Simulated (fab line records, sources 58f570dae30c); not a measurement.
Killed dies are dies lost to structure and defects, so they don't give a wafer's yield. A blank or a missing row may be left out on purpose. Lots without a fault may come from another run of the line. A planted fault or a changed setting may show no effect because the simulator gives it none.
fab line records | flow berkeley_cmos170
record lots=15 wafers=45 last_day=12
route steps=331 shown ACTIVE@66 PFIELD@87 NVT@105 PVT@123
lots that met no fault: from a run of the same line without faults
start_h: hours from the record's first day to the start of the lot's first wafer shown | wait_h: hours since the lot's step before | " the same as in the row above | L1.1+2: a row that stands for several wafers | - no value, or no start given | * or withheld: withheld | < > ~ a bound
route shown NAME@n: a module of which the file shows steps, and the number in the route of the first | usual: mean/standard deviation of fault-free wafers | same: alike in all rows | chamber/n: place in a boat | sites: the reading at each site | _std_site: their standard deviation | _edge_site: outer sites' mean less inner sites' | radius_mm: how far each site lies from the wafer's centre | mask NAME#n: copy n | behind: the tool/chamber that last shaped the wafer | hold: why the lot was held/for how many hours/how that ended | device: the transistor (n, p or np) that didn't switch | end of line: the same wafers' tests at the end of the route | a step without rows: its recipe alone | killed: dies lost to structure and defects at the first sort, not the wafer's yield | map: a wafer's dies, x killed, . not, _ none there
set.NAME: the setting as run; set.NAME@STEP: as run at that earlier step | model.NAME: the simulator's own value behind a step, which no gauge read
steps of the route over a sample of lots; a table a step, a row a wafer
services: from which hour (start_h, from the record's first day; less than 0 if before it) a tool's chamber was out of use, for how many hours, and why
## steps
# step UCB170_ACTIVE_THK_MEAS_06
# recipe reads=Si3N4_of_ACTIVE_CVD_05
# usual ACTIVE_NITRIDE_THK=223.5/2.3
# columns lot.wafer tool chamber start_h wait_h ACTIVE_NITRIDE_THK[nm]
L766.1 film_metro-01 - 80.65 0.0 225.3
L766.3 " - " " 224.0
L766.6 " - " " 224.8
L767.1 film_metro-02 - 96.93 0.0 220.3
L767.2 " - " " 222.5
L767.4 " - " " 222.0
L768.2 film_metro-01 - 96.94 0.0 223.2
L768.4 " - " " 220.0
L768.5 " - " " 221.8
L771.3 film_metro-01 - 109.76 0.0 225.4
L771.4 " - " " 225.2
L771.5 " - " " 224.2
L770.4 film_metro-03 - 109.77 0.0 222.4
L770.5 " - " " 223.5
L770.6 " - " " 222.1
L772.1 film_metro-01 - 113.92 0.0 222.6
L772.4 " - " " 224.0
L772.6 " - " " 222.7
L774.2 film_metro-03 - 118.78 0.0 225.0
L774.4 " - " " 227.3
L774.5 " - " " 224.6
L777.1 film_metro-01 - 142.77 0.0 220.0
L777.2 " - " " 221.5
L777.6 " - " " 221.6
L778.1 film_metro-03 - 149.37 0.0 223.8
L778.2 " - " " 222.5
L778.4 " - " " 224.3
L782.1 film_metro-02 - 149.37 0.0 220.7
L782.3 " - " " 219.1
L782.4 " - " " 220.2
L781.1 film_metro-01 - 159.65 0.0 225.6
L781.4 " - " " 225.2
L781.5 " - " " 225.3
L786.1 film_metro-03 - 176.20 0.0 220.5
L786.4 " - " " 220.5
L786.5 " - " " 222.0
L788.3 film_metro-01 - 192.87 0.0 224.2
L788.4 " - " " 223.4
L788.6 " - " " 222.0
L787.2 film_metro-01 - 196.40 0.0 226.8
L787.3 " - " " 226.7
L787.4 " - " " 226.9
L789.2 film_metro-03 - 199.77 0.0 223.1
L789.4 " - " " 223.4
L789.5 " - " " 223.8
# step UCB170_PFIELD_STRIP_08
# recipe chemistry=O2 power_w=400 pressure_mtorr=3500 platen_temp_c=withheld o2_flow_sccm=400 overash_fraction=0.5
# usual drypump_motor_current_A=5.5/0.39 oes_product_au=0.734/0.0044 strip_time_to_endpoint_s=21.62/0.066
# columns lot.wafer tool chamber start_h wait_h drypump_motor_current_A oes_product_au rf_hours_counter_h strip_time_to_endpoint_s
L766.1 plasma_asher-03 0 83.80 0.1 5.0 0.742 37 21.56
L766.3 " 0 " " 5.0 0.732 - 21.58
L766.6 " 0 " " 5.0 0.731 - 21.63
L768.2 plasma_asher-01 0 100.14 0.1 6.0 0.735 40 21.72
L768.4 " 0 " " 6.0 0.734 - 21.73
L768.5 " 0 " " 6.0 0.727 - 21.70
L767.1 plasma_asher-03 1 100.29 0.1 5.8 0.728 38 21.57
L767.2 " 0 " " 5.1 0.730 38 21.60
L767.4 " 0 " " 5.1 0.734 - 21.59
L770.4 plasma_asher-04 1 117.33 0.1 5.9 0.739 - 21.52
L770.5 " 0 " " 5.3 0.733 - 21.56
L770.6 " 1 " " 5.9 0.734 - 21.52
L771.3 plasma_asher-01 1 117.33 0.1 5.2 0.737 - 21.73
L771.4 " 0 " " 6.0 0.733 - 21.55
L771.5 " 0 " " 6.0 0.735 - 21.63
L772.1 plasma_asher-04 1 117.74 0.1 6.0 0.737 33 21.70
L772.4 " 0 " " 5.3 0.740 - 21.64
L772.6 " 1 " " 6.0 0.738 - 21.62
L774.2 plasma_asher-03 1 122.37 0.1 5.9 0.738 1 21.66
L774.4 " 0 " " 5.0 0.730 - 21.67
L774.5 " 1 " " 5.8 0.733 - 21.57
L777.1 plasma_asher-01 1 145.49 0.1 5.2 0.729 46 21.61
L777.2 " 0 " " 6.0 0.745 46 21.63
L777.6 " 1 " " 5.2 0.734 - 21.65
L778.1 plasma_asher-04 0 153.27 0.1 5.3 0.734 37 21.65
L778.2 " 1 " " 6.0 0.736 37 21.65
L778.4 " 1 " " 6.0 0.737 - 21.59
L782.1 plasma_asher-01 0 153.54 0.1 6.0 0.738 48 21.82
L782.3 " 0 " " 6.0 0.733 - 21.80
L782.4 " 1 " " 5.2 0.734 - 21.74
L781.1 plasma_asher-03 0 163.97 0.1 5.0 0.738 6 21.61
L781.4 " 0 " " 5.0 0.735 - 21.64
L781.5 " 0 " " 5.0 0.735 - 21.59
L786.1 plasma_asher-03 1 178.95 0.1 5.9 0.735 7 21.60
L786.4 " 1 " " 5.8 0.732 - 21.50
L786.5 " 0 " " 5.0 0.742 - 21.62
L788.3 plasma_asher-01 0 197.24 0.1 6.0 0.730 - 21.63
L788.4 " 1 " " 5.1 0.733 - 21.62
L788.6 " 1 " " 5.1 0.733 - 21.72
L787.2 plasma_asher-03 0 202.01 0.1 5.0 0.731 10 21.73
L787.3 " 0 " " 5.1 0.739 - 21.68
L787.4 " 1 " " 5.9 0.731 - 21.69
L789.2 plasma_asher-04 1 206.64 0.1 6.0 0.737 44 21.66
L789.4 " 0 " " 5.3 0.730 - 21.65
L789.5 " 1 " " 5.9 0.732 - 21.69
# step UCB170_NVT_COAT_01
# recipe resist=KrF spin_rpm=1500 resist_thk_nm=900
# usual chill_plate_temp_C=22.99/0.12 dispense_pressure_kPa=50/4.8
# columns lot.wafer tool chamber start_h wait_h chill_plate_temp_C dispense_pressure_kPa
L766.1 litho_track-01 0 108.26 0.1 23.07 54
L766.3 " 0 " " 23.02 54
L766.6 " 0 " " 23.02 54
L767.1 litho_track-01 0 128.17 0.1 23.04 54
L767.2 " 0 " " 22.93 54
L767.4 " 0 " " 22.94 54
L768.2 litho_track-03 0 128.19 0.1 22.73 42
L768.4 " 0 " " 22.88 42
L768.5 " 0 " " 22.83 42
L772.1 litho_track-01 0 145.00 0.1 22.95 54
L772.4 " 0 " " 22.99 54
L772.6 " 0 " " 22.97 54
L771.3 litho_track-03 0 145.11 0.1 22.88 42
L771.4 " 0 " " 23.16 42
L771.5 " 0 " " 23.03 42
L770.4 litho_track-01 0 145.53 0.1 22.92 54
L770.5 " 0 " " 22.92 54
L770.6 " 0 " " 22.90 54
L774.2 litho_track-01 0 150.78 0.1 23.01 54
L774.4 " 0 " " 22.91 54
L774.5 " 0 " " 22.84 54
L777.1 litho_track-01 - 169.58 0.1 - -
L777.2 " - " " - -
L777.6 " - " " - -
L782.1 litho_track-01 - 180.18 0.1 - -
L782.3 " - " " - -
L782.4 " - " " - -
L778.1 litho_track-04 - 180.37 0.1 - -
L778.2 " - " " - -
L778.4 " - " " - -
L781.1 litho_track-04 0 188.80 0.1 22.85 51
L781.4 " 0 " " 23.05 51
L781.5 " 0 " " 23.00 51
L786.1 litho_track-01 0 208.62 0.1 23.07 54
L786.4 " 0 " " 23.12 54
L786.5 " 0 " " 23.03 54
L788.3 litho_track-04 0 225.74 0.1 23.19 51
L788.4 " 0 " " 22.98 51
L788.6 " 0 " " 22.99 51
L787.2 litho_track-04 0 227.72 0.1 22.89 51
L787.3 " 0 " " 23.12 51
L787.4 " 0 " " 23.08 51
L789.2 litho_track-01 0 229.35 0.1 23.10 54
L789.4 " 0 " " 22.94 54
L789.5 " 0 " " 22.98 54
# step UCB170_NVT_OVL_MEAS_06
# usual NVT_OVL=0/5.2
# columns lot.wafer tool chamber start_h wait_h NVT_OVL[nm]
L766.1 overlay-02 - 109.08 - 0
L766.3 " - " " 1
L766.6 " - " " 3
L767.1 overlay-02 - 129.02 - 0
L767.2 " - " " 2
L767.4 " - " " -4
L768.2 overlay-01 - 129.06 - -7
L768.4 " - " " -5
L768.5 " - " " 0
L772.1 overlay-02 - 145.70 - -7
L772.4 " - " " 1
L772.6 " - " " -3
L771.3 overlay-02 - 145.86 - 7
L771.4 " - " " 9
L771.5 " - " " -3
L770.4 overlay-02 - 146.50 - 4
L770.5 " - " " 0
L770.6 " - " " 3
L774.2 overlay-01 - 152.16 - 1
L774.4 " - " " 3
L774.5 " - " " 7
L777.1 overlay-02 - 170.40 - -
L777.2 " - " " -
L777.6 " - " " -
L782.1 overlay-01 - 181.48 - -
L782.3 " - " " -
L782.4 " - " " -
L778.1 overlay-02 - 181.61 - -
L778.2 " - " " -
L778.4 " - " " -
L781.1 overlay-01 - 189.67 - 4
L781.4 " - " " 7
L781.5 " - " " 0
L786.1 overlay-02 - 209.31 - -1
L786.4 " - " " 1
L786.5 " - " " 5
L788.3 overlay-01 - 227.28 - 4
L788.4 " - " " 12
L788.6 " - " " 11
L787.2 overlay-02 - 228.39 - 5
L787.3 " - " " -8
L787.4 " - " " 5
L789.2 overlay-01 - 230.32 - 3
L789.4 " - " " 2
L789.5 " - " " 3
# step UCB170_PVT_STRIP_08
# recipe chemistry=O2 power_w=400 pressure_mtorr=3500 platen_temp_c=withheld o2_flow_sccm=400 overash_fraction=0.5
# usual drypump_motor_current_A=5.7/0.37 oes_product_au=0.735/0.0045 strip_time_to_endpoint_s=21.64/0.064
# columns lot.wafer tool chamber start_h wait_h drypump_motor_current_A oes_product_au rf_hours_counter_h strip_time_to_endpoint_s
L766.1 plasma_asher-04 1 111.55 0.1 5.9 0.737 31 21.66
L766.3 " 1 " " 6.0 0.733 - 21.72
L766.6 " 1 " " 5.9 0.740 - 21.66
L767.1 plasma_asher-04 0 130.57 0.1 5.3 0.736 34 21.52
L767.2 " 1 " " 6.0 0.736 34 21.55
L767.4 " 1 " " 5.9 0.732 - 21.46
L768.2 plasma_asher-02 1 130.74 0.1 5.8 0.741 38 21.59
L768.4 " 0 " " 6.3 0.739 - 21.53
L768.5 " 1 " " 5.8 0.734 - 21.49
L772.1 plasma_asher-01 0 147.88 0.1 6.0 0.731 47 21.60
L772.4 " 0 " " 6.0 0.740 - 21.51
L772.6 " 0 " " 6.0 0.733 - 21.58
L771.3 plasma_asher-04 1 148.13 0.1 6.0 0.734 - 21.67
L771.4 " 0 " " 5.3 0.731 - 21.66
L771.5 " 1 " " 6.0 0.726 - 21.67
L770.4 plasma_asher-01 0 148.42 0.1 6.0 0.735 - 21.60
L770.5 " 1 " " 5.2 0.733 - 21.61
L770.6 " 0 " " 6.0 0.733 - 21.64
L774.2 plasma_asher-04 0 154.09 0.1 5.4 0.738 37 21.66
L774.4 " 1 " " 6.0 0.735 - 21.63
L774.5 " 1 " " 6.0 0.728 - 21.68
L777.1 plasma_asher-01 1 173.19 0.1 5.2 0.733 50 21.57
L777.2 " 0 " " 6.0 0.737 50 21.70
L777.6 " 1 " " 5.2 0.736 - 21.63
L782.1 plasma_asher-04 0 183.81 0.1 5.3 0.733 41 21.54
L782.3 " 0 " " 5.3 0.739 - 21.62
L782.4 " 1 " " 5.9 0.728 - 21.59
L778.1 plasma_asher-01 1 184.09 0.1 5.2 0.727 52 21.70
L778.2 " 0 " " 6.0 0.728 52 21.64
L778.4 " 1 " " 5.2 0.729 - 21.79
L781.1 plasma_asher-01 0 191.42 0.1 6.0 0.734 52 21.50
L781.4 " 1 " " 5.2 0.738 - 21.52
L781.5 " 0 " " 6.0 0.739 - 21.62
L786.1 plasma_asher-04 0 210.98 0.1 5.3 0.733 44 21.70
L786.4 " 0 " " 5.3 0.744 - 21.75
L786.5 " 1 " " 5.9 0.737 - 21.61
L788.3 plasma_asher-04 0 230.54 0.1 5.3 0.742 - 21.65
L788.4 " 1 " " 5.9 0.739 - 21.65
L788.6 " 0 " " 5.3 0.730 - 21.64
L787.2 plasma_asher-02 0 230.68 0.1 6.2 0.737 46 21.67
L787.3 " 1 " " 5.8 0.733 - 21.64
L787.4 " 0 " " 6.3 0.734 - 21.63
L789.2 plasma_asher-04 1 232.23 0.1 5.9 0.742 47 21.64
L789.4 " 0 " " 5.3 0.733 - 21.64
L789.5 " 0 " " 5.3 0.739 - 21.68
# step UCB170_PVT_TW_MEAS_09
# usual PVT_TW=506/5.3
# columns lot.wafer tool chamber start_h wait_h PVT_TW
L766.1 film_metro-02 - 111.65 0.1 504
L766.3 " - " " 505
L766.6 " - " " 505
L767.1 film_metro-02 - 130.67 0.1 501
L767.2 " - " " 502
L767.4 " - " " 500
L768.2 film_metro-01 - 130.85 0.1 505
L768.4 " - " " 503
L768.5 " - " " 503
L772.1 film_metro-02 - 147.98 0.1 505
L772.4 " - " " 499
L772.6 " - " " 499
L771.3 film_metro-01 - 148.21 0.1 502
L771.4 " - " " 502
L771.5 " - " " 504
L770.4 film_metro-02 - 148.51 0.1 502
L770.5 " - " " 500
L770.6 " - " " 502
L774.2 film_metro-01 - 154.20 0.1 505
L774.4 " - " " 504
L774.5 " - " " 506
L777.1 film_metro-04 - 173.29 0.1 650
L777.2 " - " " 647
L777.6 " - " " 652
L782.1 film_metro-04 - 183.91 0.1 650
L782.3 " - " " 648
L782.4 " - " " 650
L778.1 film_metro-04 - 184.19 0.1 649
L778.2 " - " " 646
L778.4 " - " " 650
L781.1 film_metro-01 - 191.52 0.1 504
L781.4 " - " " 508
L781.5 " - " " 506
L786.1 film_metro-04 - 211.08 0.1 513
L786.4 " - " " 515
L786.5 " - " " 510
L788.3 film_metro-04 - 230.68 0.1 514
L788.4 " - " " 516
L788.6 " - " " 512
L787.2 film_metro-02 - 230.79 0.1 502
L787.3 " - " " 502
L787.4 " - " " 504
L789.2 film_metro-02 - 232.34 0.1 506
L789.4 " - " " 504
L789.5 " - " " 505
## services
# columns tool chamber start_h hours kind
plasma_asher-02 - 87.25 28.1 pm
plasma_asher-03 - 108.75 9.0 pm
plasma_asher-03 0 108.75 9.0 vent_cycle
plasma_asher-03 1 108.75 9.0 vent_cycle
plasma_asher-03 0 117.75 - clean
plasma_asher-03 1 117.75 - clean
plasma_asher-02 - 151.98 11.8 pm
plasma_asher-02 - 200.08 15.6 pm
plasma_asher-02 - 215.68 2.8 pm
## key
first_sign step=UCB170_NVT_COAT_01 reading=tool_record direction=missing
effect step=UCB170_NVT_OVL_MEAS_06 reading=NVT_OVL direction=missing
effect step=UCB170_PVT_TW_MEAS_09 reading=PVT_TW direction=up sigmas=27 usual=506 struck=649
met_at UCB170_NVT_COAT_01
struck_lots L777,L778,L782
sort_left_out L777.1,L777.2,L777.6,L778.1,L778.2,L778.4,L782.1,L782.3,L782.4
tester_left_out L777,L778,L782
not_acting_at UCB170_ACTIVE_THK_MEAS_06,UCB170_PFIELD_STRIP_08,UCB170_PVT_STRIP_08
onset_between 150.78 169.58
fault kind=skipped_step_whole tool=litho_track-01,litho_track-04 chamber=- onset_h=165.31 steps=UCB170_NVT_COAT_01 scope=struck_lots_only
# tester_left_out: of these lots the tester's yield and bins aren't shown, on N5 and GAA mostly nor the transistor test; their killed dies are dies lost to structure and defects alone, not to doping, threshold or leakage, so they don't give the yield
# sort_left_out: the simulated sort isn't trusted on such a fault, so these wafers' sort isn't shown, and their yield isn't known
